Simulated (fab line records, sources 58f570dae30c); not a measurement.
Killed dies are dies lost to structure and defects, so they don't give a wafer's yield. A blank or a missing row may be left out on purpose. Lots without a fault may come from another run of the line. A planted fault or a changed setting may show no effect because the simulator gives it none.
Split-lot experiment | flow berkeley_cmos170 | 5 lots, 23 wafers read, on a route of 331 steps

THE SPLIT
At UCB170_V2_ETCH_14 (etches SiO2 in CHF3/CF4/Ar, stops on Al, target depth 1250 nm, time 291 s), the setting time_s was moved away from the recipe's 291 s on 7 of the 23 wafers read, by -7.5% to +12.6%. The other wafers ran this setting at the recipe's value.

The reading is taken at the split's own step.

THE READING
KrF_of_V2_COAT_07.thk_nm (the simulator's own value, which no gauge read), in nm, at UCB170_V2_ETCH_14 (etches SiO2 in CHF3/CF4/Ar, stops on Al, target depth 1250 nm, time 291 s). The file gives no usual value for it. The 16 wafers here that ran the recipe average 611.4 nm, standard deviation 3.2 nm.

wafer  | tool, chamber at the split | time_s as run, s | against the recipe | KrF_of_V2_COAT_07.thk_nm, nm | against lot-mates on the recipe
L074.1 | rie_diel-04, 0             | 291              | recipe             | 615.9                        | -
L074.5 | rie_diel-04, 3             | 291              | recipe             | 609.5                        | -
L074.6 | rie_diel-04, 2             | 291              | recipe             | 618.6                        | -
L076.1 | rie_diel-04, 0             | 291              | recipe             | 612.1                        | -
L076.3 | rie_diel-04, 1             | 269.3            | -7.5%              | 627.9                        | +16.7
L076.4 | rie_diel-04, 0             | 291              | recipe             | 610.5                        | -
L076.5 | rie_diel-04, 2             | 291              | recipe             | 611                          | -
L076.6 | rie_diel-04, 1             | 269.3            | -7.5%              | 628.8                        | +17.6
L079.2 | rie_diel-03, 2             | 291              | recipe             | 607.9                        | -
L079.3 | rie_diel-03, 1             | 291              | recipe             | 608.9                        | -
L079.4 | rie_diel-03, 0             | 291              | recipe             | 610.5                        | -
L079.5 | rie_diel-03, 1             | 291              | recipe             | 609.5                        | -
L079.6 | rie_diel-03, 2             | 291              | recipe             | 607.1                        | -
L080.1 | rie_diel-02, 3             | 327.7            | +12.6%             | 575.3                        | -35.2
L080.2 | rie_diel-02, 1             | 327.7            | +12.6%             | 578.8                        | -31.7
L080.3 | rie_diel-02, 0             | 327.7            | +12.6%             | 576.1                        | -34.4
L080.4 | rie_diel-02, 2             | 291              | recipe             | 606.5                        | -
L080.6 | rie_diel-02, 0             | 291              | recipe             | 614.4                        | -
L083.1 | rie_diel-02, 1             | 310.5            | +6.7%              | 594                          | -19.2
L083.2 | rie_diel-02, 2             | 291              | recipe             | 612.1                        | -
L083.3 | rie_diel-02, 0             | 291              | recipe             | 613                          | -
L083.4 | rie_diel-02, 3             | 310.5            | +6.7%              | 591.6                        | -21.6
L083.5 | rie_diel-02, 1             | 291              | recipe             | 614.6                        | -

THE FIT
A straight line over all 23 wafers: KrF_of_V2_COAT_07.thk_nm changes by -2.65 nm for each +1% of time_s; r = -0.98; the points scatter about the line by 3 nm.
The same after taking each lot's own level away (the mean of its wafers on the recipe; 23 wafers): -2.63 nm for each +1%; r = -0.99; scatter 2.4 nm.
On that fit, the largest move of time_s shifts the reading by 33 nm.
The lots' own levels span 608.78 to 614.67 nm, that is 1.8 times the standard deviation above.
So the lot-to-lot level changes the slope little: the two slopes agree.
Check: with one of the wafers moved furthest among these (+12.6%) left out of the fit, the line predicts -33.3 nm for it against its lot-mates. It came out at -35.2 nm against them.

OTHER SPLITS ON THESE WAFERS
These wafers also went through other splits before the reading. Each is held against what the fit with the lots' levels taken away leaves over:
other split on the same wafers      | wafers away from the commonest value | r with KrF_of_V2_COAT_07.thk_nm (lot level and that fit taken away)
UCB170_CONTACT_EXPOSE_12 dose_mj    | 8                                    | +0.11
UCB170_CONTACT_ETCH_18 time_s       | 7                                    | -0.19
UCB170_V1_ETCH_14 time_s            | 8                                    | +0.08
UCB170_M2_SPUTTER_01 time_s         | 8                                    | +0.21
UCB170_V2_CMP_02 leave_above_ref_nm | 5                                    | -0.07

THE WHOLE CHAIN: every reading that the file lists as answering this split, in the file's order
step               | what it does                                                              | reading                                                                   | change (the file's fit)              | r (the file's)
UCB170_V2_ETCH_14  | etches SiO2 in CHF3/CF4/Ar, stops on Al, target depth 1250 nm, time 291 s | KrF_of_V2_COAT_07.thk_nm (the simulator's own value, which no gauge read) | -2.66 nm for each +1% of the setting | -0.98
UCB170_V2_STRIP_15 | strips in O2                                                              | strip_time_to_endpoint_s                                                  | withheld for each +1% of the setting | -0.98

THE FILE'S OWN FIT
KrF_of_V2_COAT_07.thk_nm changes by -2.66 nm for each +1% of time_s, r = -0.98.
